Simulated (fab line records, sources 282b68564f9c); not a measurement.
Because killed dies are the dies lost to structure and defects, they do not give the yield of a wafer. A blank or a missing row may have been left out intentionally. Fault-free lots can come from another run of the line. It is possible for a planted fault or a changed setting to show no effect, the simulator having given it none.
Which tool is to blame? -- flow rit-cmos -- Sampling: 14 lots, 40 wafers, 4 of 202 route steps

WHAT EACH GAUGE READ, for each wafer
RIT_PLDD_TW_MEAS_10. Usual: PLDD_TW typically reads 2324, with standard deviation 25.
lot,measured,on,PLDD_TW,flag
L545,day 2 23:50,film-metro-02,2302 2305 2303,
L547,day 3 12:08,film-metro-01,2307 2303 2307,
L548,day 3 20:04,film-metro-02,2289 2306 2288,
L550,day 4 03:41,film-metro-02,2309 2301 2293,
L555,day 4 23:37,film-metro-01,2328 2320 2328,
L557,day 5 11:46,film-metro-04,2356 2352 2355,
L558,day 5 14:29,film-metro-01,2330 2340 2338,
L559,day 5 18:10,film-metro-01,2337 2342 2335,
L560,day 6 04:37,film-metro-04,2376,
L563,day 6 19:19,film-metro-01,2350 2346 2341,
L564,day 6 21:47,film-metro-01,2335 2351 2357,
L565,day 7 05:40,film-metro-04,2353 2377 2351,
L566,day 7 10:29,film-metro-02,2308 2312 2312,
L568,day 7 19:46,film-metro-02,2300 2301 2303,

RIT_SDANNEAL_RS_MEAS_05: measures by four-point-probe. Usual: NSD_RS typically reads 84.6 ohm/sq, with standard deviation 0.3.
lot,measured,on,NSD_RS (ohm/sq),flag
L545,day 3 08:31,film-metro-04,84.5 84.5 84.1,
L547,day 3 18:18,film-metro-02,84.6 84.5 84.4,
L548,day 4 02:11,film-metro-01,84.4 84.3 84.1,
L550,day 4 09:51,film-metro-02,84.6 84.6 84.7,
L555,day 5 06:22,film-metro-01,84.9 85.2 85.3,
L557,day 5 18:09,film-metro-04,84.5 84.5 84.6,
L558,day 5 21:02,film-metro-01,85.0 84.7 84.8,
L559,day 6 00:24,film-metro-04,84.7 84.6 84.7,
L560,day 6 10:52,film-metro-02,84.4,
L563,day 7 01:24,film-metro-04,84.2 84.2 84.3,
L564,day 7 04:14,film-metro-02,84.0 84.5 84.0,
L565,day 7 11:39,film-metro-04,84.4 84.5 84.3,
L566,day 7 16:57,film-metro-04,84.7 84.7 84.8,
L568,day 8 01:59,film-metro-01,84.5 84.8 84.5,

RIT_M1_CD_MEAS_09: the cd target is 2600 nm. Usual: cd-nm 2600.6 nm, standard deviation 2.4.
lot,measured,on,cd-nm (nm),flag
L545,day 3 13:15,cd-sem-01,2599.0 2598.9 2599.0,
L547,day 3 22:53,cd-sem-01,2599.0 2599.7 2599.4,
L548,day 4 06:52,cd-sem-01,2598.7 2599.7 2597.8,
L550,day 4 14:59,cd-sem-01,2600.0 2600.1 2597.1,
L555,day 5 10:58,cd-sem-01,2601.0 2599.6 2602.2,
L557,day 5 22:39,cd-sem-01,2599.2 2599.9 2599.4,
L558,day 6 01:52,cd-sem-01,2602.2 2603.3 2600.9,
L559,day 6 05:13,cd-sem-01,- - -,OFF
L560,day 6 15:55,cd-sem-01,-,OFF
L563,day 7 06:21,cd-sem-02,2601.5 2602.1 2603.2,
L564,day 7 08:55,cd-sem-01,2601.1 2603.0 2599.8,
L565,day 7 16:20,cd-sem-02,2601.5 2600.9 2601.4,
L566,day 7 21:34,cd-sem-02,2602.5 2602.2 2603.2,
L568,day 8 06:43,cd-sem-02,2596.9 2596.7 2599.8,

WHAT TOOL EACH LOT RAN ON (gives the tool, then ch and the chambers of the sampled wafers, and finally the start)
lot,RIT_M1_COAT_04
L545,"litho-track-01 ch 0, day 3 12:23"
L547,"litho-track-04 ch 0, day 3 22:09"
L548,"litho-track-04 ch 0, day 4 06:08"
L550,"litho-track-04 ch 0, day 4 13:44"
L555,"litho-track-01 ch 0, day 5 10:14"
L557,"litho-track-04 ch 0, day 5 21:55"
L558,"litho-track-01 ch 0, day 6 01:01"
L559,"litho-track-01, day 6 04:22"
L560,"litho-track-01, day 6 15:04"
L563,"litho-track-03 ch 0, day 7 05:29"
L564,"litho-track-04 ch 0, day 7 08:05"
L565,"litho-track-03 ch 0, day 7 15:28"
L566,"litho-track-04 ch 0, day 7 20:43"
L568,"litho-track-03 ch 0, day 8 05:51"
- RIT_M1_COAT_04: resist thk 1300 nm.

WHAT THE TOOLS THEMSELVES READ (means of the sampled wafers that have a number; where no wafer has one, the mark that the record gives instead)
RIT_M1_COAT_04. Usual: chill-plate-temp-C 22.99 C, standard deviation 0.1; dispense-pressure-kPa 49 kPa, standard deviation 3.4; exhaust-pa 44.8 Pa, standard deviation 0.89.
lot,tool,chill-plate-temp-C (C),dispense-pressure-kPa (kPa),exhaust-pa (Pa),flag
L545,litho-track-01,23.10,47,44.0,
L547,litho-track-04,23.02,53,45.0,
L548,litho-track-04,23.02,53,43.1,
L550,litho-track-04,22.88,53,45.0,
L555,litho-track-01,23.00,47,45.1,
L557,litho-track-04,23.01,53,46.2,
L558,litho-track-01,22.98,47,45.0,
L559,litho-track-01,-,-,-,OFF
L560,litho-track-01,-,-,-,OFF
L563,litho-track-03,22.97,45,45.0,
L564,litho-track-04,23.02,53,44.7,
L565,litho-track-03,23.07,45,42.9,
L566,litho-track-04,23.10,53,45.0,
L568,litho-track-03,22.95,45,44.3,

THE ANSWER, worked out from the rows above alone
Rule: lot off if the mean of its wafers having a number is beyond 3 standard deviations from the usual mean. Also off: a lot with no number at a reading for which 4 or more lots have one. The other lots that the step has rows for count as sound. Order of review: gauges by route order, followed by the tools' own readings, for which a lot's mean as printed above is used. At the first step where some lot is off, the reading lying furthest off is the one used; lots without a number count as furthest.
Off at RIT_M1_CD_MEAS_09 (cd-nm): L559, L560. Without a number there: L559, L560.
If a tool, at a process step before that reading, ran all the lots that are off and no sound lot after the first of them, it fits. Not tried: the gauges at RIT_M1_CD_MEAS_09; whatever is off there is also off at RIT_M1_COAT_04, on other tools, and gauge error can't account for it. One fits: litho-track-01 at RIT_M1_COAT_04. Its last sound lot is L558 (day 6 01:01), its first lot that is off L559 (day 6 04:22): a fault that began between those two fits.
Blank at RIT_M1_COAT_04 on the lots that are off, where sound lots have numbers: chill-plate-temp-C, dispense-pressure-kPa, exhaust-pa.

WHAT THE SIMULATOR HAD INSERTED
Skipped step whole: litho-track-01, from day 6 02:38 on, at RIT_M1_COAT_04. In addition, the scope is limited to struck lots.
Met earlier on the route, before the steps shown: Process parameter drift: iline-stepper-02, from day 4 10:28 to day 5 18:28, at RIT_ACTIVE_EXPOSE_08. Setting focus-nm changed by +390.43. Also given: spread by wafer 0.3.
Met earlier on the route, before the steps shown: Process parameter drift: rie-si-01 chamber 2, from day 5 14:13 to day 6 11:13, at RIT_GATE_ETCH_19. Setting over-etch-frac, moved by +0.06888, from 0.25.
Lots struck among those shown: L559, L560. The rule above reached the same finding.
